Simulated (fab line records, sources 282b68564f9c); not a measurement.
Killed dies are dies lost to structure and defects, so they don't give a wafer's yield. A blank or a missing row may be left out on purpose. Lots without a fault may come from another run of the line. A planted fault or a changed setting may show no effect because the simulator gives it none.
A struck lot beside a sound one | flow rit_cmos | 17 steps out of a route of 202
Sound: wafers L742.1, L742.3, L742.4. Struck: wafers L735.1, L735.2, L735.6. The cause comes at the end.
At each step with rows: each side's tool, then ch and its chambers, then its first start. Under that, the readings that differ: sound wafers | struck wafers | difference of the means | sigmas: that difference in standard deviations of wafers without a fault.
alike: readings whose means differ by less than 2 such deviations, and words and numbers that are the same on both sides. not compared: withheld readings, readings that some wafer has no value for, bounds like >300 that may hide the same value, and numbers for which the record gives no deviation and whose values overlap.
The two part at a step that has a row with sigmas, a row that says differs or no value, or rows on one side only. Numbers that don't overlap but have no deviation are shown without sigmas and don't part them. A reading that every wafer of one side lacks parts them only if that side has two wafers or more.

first, 1 step without rows for these wafers: RIT_PRETRO_DEVELOP_05 (develop time 68 s).
RIT_PRETRO_OVL_MEAS_06:
  sound on overlay-02, day 6 03:31; struck on overlay-02, day 4 14:53
  alike: PRETRO_OVL
then, 2 steps without rows for these wafers: RIT_PRETRO_HARDBAKE_07 (time 120 s); RIT_PRETRO_IMPLANT_08.
RIT_PRETRO_STRIP_09: strips in O2, time 180 s.
  sound on plasma_asher-03 ch 0,1, day 6 03:57; struck on plasma_asher-01 ch 0,1, day 4 15:20
  alike: drypump_motor_current_A
  not compared: rf_hours_counter_h
RIT_PRETRO_TW_MEAS_10:
  sound on film_metro-02, day 6 04:07; struck on film_metro-02, day 4 15:30
  alike: PRETRO_TW
then, 5 steps without rows for these wafers: RIT_GATE_WET_ETCH_00 (etches SiO2 in BOE, target depth 56 nm, time 60 s); RIT_GATE_CLEAN_01 (cleans in SC1, time 600 s); RIT_GATE_CLEAN_02 (cleans in dHF, time 30 s); RIT_GATE_CLEAN_03 (cleans in SC2, time 600 s); RIT_GATE_CLEAN_04 (cleans in dHF, time 60 s).
RIT_FOX2_THK_MEAS_91:
  sound on film_metro-02, day 6 04:36; struck on film_metro-01, day 4 16:01
  alike: FIELD_OXIDE_LEFT_2_THK
RIT_GATE_OXIDATION_05: target thk 3 nm, ox time 270 s.
  sound on furnace-04 ch 0, day 6 04:41; struck on furnace-01 ch 0, day 4 16:04
  reading                                     | sound                | struck               | difference | sigmas
  spike_tc_centre_C (C)                       | 901.0 900.1 900.8    | 895.4 896.0 895.9    | -4.9       | -4
  spike_tc_source_C (C)                       | 925.6 926.2 926.2    | 919.7 918.4 921.4    | -6.2       | -4
  tube_center_temp_C (C)                      | 900.05 899.99 900.09 | 895.04 894.91 894.86 | -5.11      | -69
  tube_center_temp_C_max                      | 902.8 902.1 902.4    | 897.3 897.1 897.2    | -5.2       | -14
  model.SiO2_of_GATE_OXIDATION_05.thk_nm (nm) | 2.966 2.999 2.987    | 2.862 2.871 2.86     | -0.120     |
then, 1 step without rows for these wafers: RIT_GATE_ANNEAL_06 (time 600 s).
RIT_GATE_THK_MEAS_07:
  sound on film_metro-03, day 6 07:56; struck on film_metro-03, day 4 17:28
  alike: GATE_OXIDE_THK
then, 1 step without rows for these wafers: RIT_GATE_CVD_08 (deposits poly-Si from SiH4, target thk 250 nm, time 2220 s).
RIT_M1_PROBE_99:
  sound on prober-02, day 7 08:25; struck on prober-01, day 5 16:56
  reading                             | sound             | struck            | difference | sigmas
  model.etest.pmos_0p3.r_on_ohm_um    | 6383 6251 6319    | 5970 5997 6044    | -314       |
  model.etest.nmos_0p3.r_on_ohm_um    | 2176 2155 2170    | 2087 2119 2090    | -68        |
  model.etest.nmos_narrow.drive_ua_um | 229.9 227.6 230.7 | 240 236.5 237.1   | +8         |
  model.etest.nmos_0p3.drive_ua_um    | 229.9 226.8 226.9 | 239.7 238 237.6   | +10.6      |
  model.etest.pmos_0p3.drive_ua_um    | 100.4 101.4 100.8 | 108.6 108.1 106.8 | +7.0       |
  model.etest.pmos_narrow.drive_ua_um | 102.7 101.9 102.4 | 109.7 109.3 107.6 | +6.5       |
  model.etest.pmos_0p15.swing_mv_dec  | 84.08 83.95 83.79 | 83.57 83.74 83.47 | -0.35      |
  alike: killed_at_contacts, killed_at_front_end, killed_dies, killed_open, killed_short
  not compared: model.etest.nmos_0p15.swing_mv_dec

WHERE THEY PART
Only at RIT_GATE_OXIDATION_05, within this record. Later steps at which nothing parts them and some readings are alike: RIT_GATE_THK_MEAS_07, RIT_M1_PROBE_99.

WHY: what the simulator had put in
Process parameter drift: furnace-01, from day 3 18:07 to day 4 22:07, at RIT_GATE_OXIDATION_05. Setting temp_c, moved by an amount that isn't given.
